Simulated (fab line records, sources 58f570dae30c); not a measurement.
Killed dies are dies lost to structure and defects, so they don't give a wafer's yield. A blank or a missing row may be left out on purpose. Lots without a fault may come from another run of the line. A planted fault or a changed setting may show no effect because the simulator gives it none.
A sampling plan put to the test | flow berkeley_cmos170 | one fab line, 32 faults that these records tell of, each judged on the records of the lots that it struck; 2 more are left out, because the records don't allow judging them
The plan is the line's own looks: the steps of the route at which a gauge or an inspection reads the wafer and doesn't change it. A look can be judged if struck wafers have a number there and the file gives its usual mean and standard deviation on fault-free wafers. Caught: at a look after the fault's first step, the mean of the struck wafers lies 4 or more of those standard deviations (sigma) from the usual mean. On the tool: the same test on the tool's own readings at the fault's steps. Another recipe on the struck wafers, or a record that is blank for them alone, also counts as caught.

THE FAULTS, as the simulator had put them in
1. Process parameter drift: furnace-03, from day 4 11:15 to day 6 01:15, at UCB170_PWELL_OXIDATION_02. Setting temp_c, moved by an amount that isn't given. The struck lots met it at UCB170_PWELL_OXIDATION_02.
2. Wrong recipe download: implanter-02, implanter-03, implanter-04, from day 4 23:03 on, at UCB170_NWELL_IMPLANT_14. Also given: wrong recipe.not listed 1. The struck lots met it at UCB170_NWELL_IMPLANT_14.
3. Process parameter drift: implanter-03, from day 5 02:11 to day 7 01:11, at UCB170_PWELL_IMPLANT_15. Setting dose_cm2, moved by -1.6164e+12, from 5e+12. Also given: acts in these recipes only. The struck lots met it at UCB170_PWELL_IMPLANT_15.
4. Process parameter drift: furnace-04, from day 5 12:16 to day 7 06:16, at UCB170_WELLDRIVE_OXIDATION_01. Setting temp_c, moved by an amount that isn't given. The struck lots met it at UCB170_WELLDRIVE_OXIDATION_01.
5. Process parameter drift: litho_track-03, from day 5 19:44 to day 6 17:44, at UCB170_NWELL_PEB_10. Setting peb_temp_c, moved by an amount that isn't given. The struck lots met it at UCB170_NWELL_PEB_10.
6. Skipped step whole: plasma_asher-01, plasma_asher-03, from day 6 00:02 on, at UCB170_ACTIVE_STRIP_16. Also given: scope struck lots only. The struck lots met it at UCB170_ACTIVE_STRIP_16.
7. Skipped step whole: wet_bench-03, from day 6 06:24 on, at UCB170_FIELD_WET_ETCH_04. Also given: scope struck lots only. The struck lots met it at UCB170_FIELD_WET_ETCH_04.
8. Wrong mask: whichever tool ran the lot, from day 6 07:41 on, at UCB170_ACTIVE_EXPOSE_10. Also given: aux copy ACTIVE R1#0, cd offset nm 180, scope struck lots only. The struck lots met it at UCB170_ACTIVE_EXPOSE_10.
9. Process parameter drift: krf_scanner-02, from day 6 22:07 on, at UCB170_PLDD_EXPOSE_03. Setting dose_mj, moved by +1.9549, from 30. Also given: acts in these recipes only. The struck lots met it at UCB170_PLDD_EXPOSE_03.
10. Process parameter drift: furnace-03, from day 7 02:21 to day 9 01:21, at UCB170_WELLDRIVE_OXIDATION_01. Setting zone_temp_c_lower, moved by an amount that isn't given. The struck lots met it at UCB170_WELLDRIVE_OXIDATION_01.
11. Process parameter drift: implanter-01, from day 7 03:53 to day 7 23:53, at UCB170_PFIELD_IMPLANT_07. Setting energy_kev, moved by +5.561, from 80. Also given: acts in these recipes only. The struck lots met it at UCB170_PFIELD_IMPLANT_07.
12. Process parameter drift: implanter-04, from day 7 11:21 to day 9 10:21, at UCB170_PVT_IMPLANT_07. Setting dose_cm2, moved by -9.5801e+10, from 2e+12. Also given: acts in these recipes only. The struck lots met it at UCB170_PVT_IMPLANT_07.
13. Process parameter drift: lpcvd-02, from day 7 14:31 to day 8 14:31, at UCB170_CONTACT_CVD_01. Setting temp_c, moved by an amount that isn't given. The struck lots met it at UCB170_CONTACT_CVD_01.
14. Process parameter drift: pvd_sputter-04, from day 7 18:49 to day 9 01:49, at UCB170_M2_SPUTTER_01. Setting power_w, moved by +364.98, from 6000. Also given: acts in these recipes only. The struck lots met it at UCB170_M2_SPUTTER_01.
15. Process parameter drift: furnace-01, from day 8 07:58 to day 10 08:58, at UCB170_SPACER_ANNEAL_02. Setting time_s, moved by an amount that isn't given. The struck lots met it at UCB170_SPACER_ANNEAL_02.
16. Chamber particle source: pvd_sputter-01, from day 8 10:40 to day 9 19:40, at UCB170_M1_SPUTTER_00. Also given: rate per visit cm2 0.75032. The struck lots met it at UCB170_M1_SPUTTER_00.
17. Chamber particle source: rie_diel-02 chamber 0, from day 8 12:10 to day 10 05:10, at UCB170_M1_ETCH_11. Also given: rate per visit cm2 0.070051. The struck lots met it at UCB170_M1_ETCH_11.
18. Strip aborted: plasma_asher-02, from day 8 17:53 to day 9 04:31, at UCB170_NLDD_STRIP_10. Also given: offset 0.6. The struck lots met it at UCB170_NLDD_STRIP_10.
19. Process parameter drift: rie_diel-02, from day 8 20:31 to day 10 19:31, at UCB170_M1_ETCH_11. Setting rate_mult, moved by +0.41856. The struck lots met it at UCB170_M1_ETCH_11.
20. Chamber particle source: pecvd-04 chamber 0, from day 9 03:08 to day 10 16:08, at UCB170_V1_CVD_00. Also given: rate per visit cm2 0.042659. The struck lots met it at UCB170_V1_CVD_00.
21. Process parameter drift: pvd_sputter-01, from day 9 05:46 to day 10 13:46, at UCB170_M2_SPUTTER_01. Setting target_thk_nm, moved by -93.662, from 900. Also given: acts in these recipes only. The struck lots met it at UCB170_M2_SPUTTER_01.
22. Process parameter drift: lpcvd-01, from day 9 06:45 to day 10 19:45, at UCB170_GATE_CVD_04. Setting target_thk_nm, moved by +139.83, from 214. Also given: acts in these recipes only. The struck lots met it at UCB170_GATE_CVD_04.
23. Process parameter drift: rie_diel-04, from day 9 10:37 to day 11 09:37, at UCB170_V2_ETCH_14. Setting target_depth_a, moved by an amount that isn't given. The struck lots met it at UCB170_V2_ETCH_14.
24. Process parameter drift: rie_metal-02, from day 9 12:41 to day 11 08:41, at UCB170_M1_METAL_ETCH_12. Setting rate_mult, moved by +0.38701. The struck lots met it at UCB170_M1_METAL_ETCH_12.
25. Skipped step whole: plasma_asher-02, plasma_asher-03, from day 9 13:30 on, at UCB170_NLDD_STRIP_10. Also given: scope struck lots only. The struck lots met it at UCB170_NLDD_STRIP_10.
26. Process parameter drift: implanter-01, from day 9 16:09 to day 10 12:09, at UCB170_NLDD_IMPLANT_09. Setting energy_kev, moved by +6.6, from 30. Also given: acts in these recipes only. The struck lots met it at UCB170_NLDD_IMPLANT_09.
27. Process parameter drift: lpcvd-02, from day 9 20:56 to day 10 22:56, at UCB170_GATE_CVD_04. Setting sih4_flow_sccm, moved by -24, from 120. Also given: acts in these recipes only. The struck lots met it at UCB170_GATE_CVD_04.
28. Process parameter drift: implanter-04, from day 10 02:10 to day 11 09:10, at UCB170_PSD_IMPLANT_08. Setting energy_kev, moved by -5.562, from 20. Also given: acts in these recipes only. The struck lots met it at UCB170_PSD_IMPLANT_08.
29. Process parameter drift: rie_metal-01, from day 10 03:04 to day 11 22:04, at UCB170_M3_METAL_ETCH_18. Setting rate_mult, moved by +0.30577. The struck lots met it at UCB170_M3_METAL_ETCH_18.
30. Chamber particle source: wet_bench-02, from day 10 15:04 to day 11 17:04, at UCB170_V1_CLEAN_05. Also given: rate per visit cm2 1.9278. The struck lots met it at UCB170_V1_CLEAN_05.
31. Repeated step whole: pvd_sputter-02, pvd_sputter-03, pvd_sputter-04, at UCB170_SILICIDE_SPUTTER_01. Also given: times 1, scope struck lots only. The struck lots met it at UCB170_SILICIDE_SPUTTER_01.
32. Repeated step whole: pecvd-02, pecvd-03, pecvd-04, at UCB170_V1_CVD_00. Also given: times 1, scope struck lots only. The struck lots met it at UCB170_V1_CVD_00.

WHAT THE PLAN SAW
fault | on the tool itself                               | first look that catches it                      | reading, sigma                                                      | median hours from its first step to that look | hours from the fault's start to the first struck lot there | judged looks passed uncaught
1     | tube_center_temp_C -99 or beyond sigma           | UCB170_PWELL_THK_MEAS_03                        | PWELL_OXIDE_THK -7.9                                                | 1.4                                           | 6                                                          | 0
2     | under 2 sigma                                    | UCB170_NWELL_TW_MEAS_16                         | NWELL_TW -52                                                        | 0.2                                           | 5                                                          | 0
3     | dose_ions_cm2 -99 or beyond sigma                | UCB170_PWELL_TW_MEAS_17                         | PWELL_TW -8.1                                                       | 0.2                                           | 12                                                         | 0
4     | tube_center_temp_C -83 sigma                     | UCB170_WELLDRIVE_THK_MEAS_02                    | WELLDRIVE_OXIDE_THK -4.6                                            | 3.5                                           | 10                                                         | 0
5     | heater_power_total_W -76 sigma                   | not the one look that can be judged after it    | -                                                                   | -                                             | -                                                          | 1
6     | no reading that can be judged                    | not the one look that can be judged after it    | -                                                                   | -                                             | -                                                          | 1
7     | the tool's record is blank for the struck wafers | none of the 2 looks that can be judged after it | strongest: FIELD_OXIDE_LEFT_2_THK at UCB170_FIELD_THK_MEAS_91, +3.3 | -                                             | -                                                          | 2
8     | no reading that can be judged                    | UCB170_ACTIVE_CD_MEAS_13                        | cd_nm +99 or beyond                                                 | 0.5                                           | 1                                                          | 0
9     | exposure_dose_mJ_cm2 +43 sigma                   | UCB170_PLDD_CD_MEAS_06                          | cd_nm +5.3                                                          | 0.7                                           | 1                                                          | 0
10    | under 2 sigma                                    | UCB170_WELLDRIVE_THK_MEAS_02                    | WELLDRIVE_OXIDE_THK -9.1                                            | 3.5                                           | 8                                                          | 0
11    | beam_energy_keV +99 or beyond sigma              | no look after it can be judged                  | -                                                                   | -                                             | -                                                          | 0
12    | dose_ions_cm2 -40 sigma                          | no look after it can be judged                  | -                                                                   | -                                             | -                                                          | 0
13    | susceptor_temp_C -63 sigma                       | UCB170_CONTACT_THK_MEAS_02                      | CONTACT_PSG_THK -13                                                 | 1.8                                           | 1                                                          | 0
14    | cathode_dc_power_W +99 or beyond sigma           | UCB170_M2_RS_MEAS_02                            | M2_AL_RS -8.4                                                       | 0.1                                           | 9                                                          | 0
15    | under 2 sigma                                    | UCB170_SDANNEAL_RS_MEAS_04                      | PLDD_RS +19                                                         | 6.4                                           | 11                                                         | 1
16    | under 2 sigma                                    | no look after it can be judged                  | -                                                                   | -                                             | -                                                          | 0
17    | under 2 sigma                                    | none of the 2 looks that can be judged after it | -                                                                   | -                                             | -                                                          | 2
18    | oes_product_au +51 sigma                         | not the one look that can be judged after it    | -                                                                   | -                                             | -                                                          | 1
19    | oes_product_au +16 sigma                         | no look after it can be judged                  | -                                                                   | -                                             | -                                                          | 0
20    | under 2 sigma                                    | not the one look that can be judged after it    | -                                                                   | -                                             | -                                                          | 1
21    | under 2 sigma                                    | UCB170_M2_RS_MEAS_02                            | M2_AL_RS +16                                                        | 0.1                                           | 2                                                          | 0
22    | under 2 sigma                                    | UCB170_GATE_THK_MEAS_05                         | GATE_POLY_THK +61                                                   | 1.4                                           | 4                                                          | 0
23    | oes_product_au +9.6 sigma                        | no look after it can be judged                  | -                                                                   | -                                             | -                                                          | 0
24    | under 2 sigma                                    | UCB170_M1_CD_MEAS_90                            | cd_nm -4.8                                                          | 0.3                                           | 12                                                         | 0
25    | no reading that can be judged                    | not the one look that can be judged after it    | -                                                                   | -                                             | -                                                          | 1
26    | beam_energy_keV +99 or beyond sigma              | UCB170_NLDD_TW_MEAS_11                          | NLDD_TW +4.7                                                        | 0.2                                           | 0                                                          | 0
27    | sih4_flow_sccm -64 sigma                         | UCB170_GATE_THK_MEAS_05                         | GATE_POLY_THK -18                                                   | 1.4                                           | 7                                                          | 0
28    | beam_energy_keV -99 or beyond sigma              | UCB170_PSD_TW_MEAS_10                           | PSD_TW -10                                                          | 0.2                                           | 4                                                          | 0
29    | under 2 sigma                                    | UCB170_M3_CD_MEAS_90                            | cd_nm -7.4                                                          | 0.3                                           | 12                                                         | 0
30    | no reading that can be judged                    | none of the 2 looks that can be judged after it | -                                                                   | -                                             | -                                                          | 2
31    | under 2 sigma                                    | UCB170_SILICIDE_RS_MEAS_02                      | SILICIDE_TI_RS -57                                                  | 0.3                                           | -                                                          | 0
32    | under 2 sigma                                    | UCB170_V1_THK_MEAS_01                           | V1_TEOS_THK +87                                                     | 0.5                                           | -                                                          | 0
A dash: the fault isn't caught, or these records don't give the number.

Caught at a look: 19 of 32. Caught on the tool: 16 of 32. By one or the other: 26 of 32.
Caught on the tool alone: faults 5, 7, 11, 12, 18, 19, 23.
Caught at a look alone: faults 2, 8, 10, 15, 21, 22, 24, 29, 31, 32.
Caught by neither: faults 6, 16, 17, 20, 25, 30.

THINNER SAMPLING
If the look that catches a fault measured only every second or every third lot, by lot number, the first struck lot would be measured this late in the worst case:
fault | struck lots at that look, in order of time | every lot | every second lot | every third lot
1     | L345, L346                                 | 6 h       | 6 h              | may miss all 2
2     | L327, L328, L329, L330                     | 5 h       | 10 h             | 16 h
3     | L983, L984                                 | 12 h      | 16 h             | may miss all 2
4     | L550, L549                                 | 10 h      | 10 h             | may miss all 2
8     | L824                                       | 1 h       | may miss it      | may miss it
9     | L534, L539, L542                           | 1 h       | 22 h             | may miss all 3
10    | L932                                       | 8 h       | may miss it      | may miss it
13    | L129, L130, L132                           | 1 h       | 3 h              | may miss all 3
14    | L431, L434                                 | 9 h       | 19 h             | may miss all 2
15    | L626, L627                                 | 11 h      | 11 h             | may miss all 2
21    | L304, L306                                 | 2 h       | may miss all 2   | may miss all 2
22    | L603, L605                                 | 4 h       | may miss all 2   | may miss all 2
24    | L828, L830                                 | 12 h      | may miss all 2   | may miss all 2
26    | L723, L726                                 | 0 h       | 17 h             | may miss all 2
27    | L611, L610, L612                           | 7 h       | 7 h              | 7 h
28    | L814, L816                                 | 4 h       | may miss all 2   | may miss all 2
29    | L991, L994                                 | 12 h      | 30 h             | may miss all 2
Hours are from the fault's start to the first struck lot that is measured. The limit of 4 sigma was tested on all struck wafers together, so one lot alone may lie under it. Other struck lots may not be in these records.

THE LONGEST TIMED WAY FROM STEP TO LOOK
Fault 15: a median of 6.4 hours passes between UCB170_SPACER_ANNEAL_02 and UCB170_SDANNEAL_RS_MEAS_04. The look between them that can be judged stayed within 4 sigma: UCB170_SDANNEAL_RS_MEAS_03.
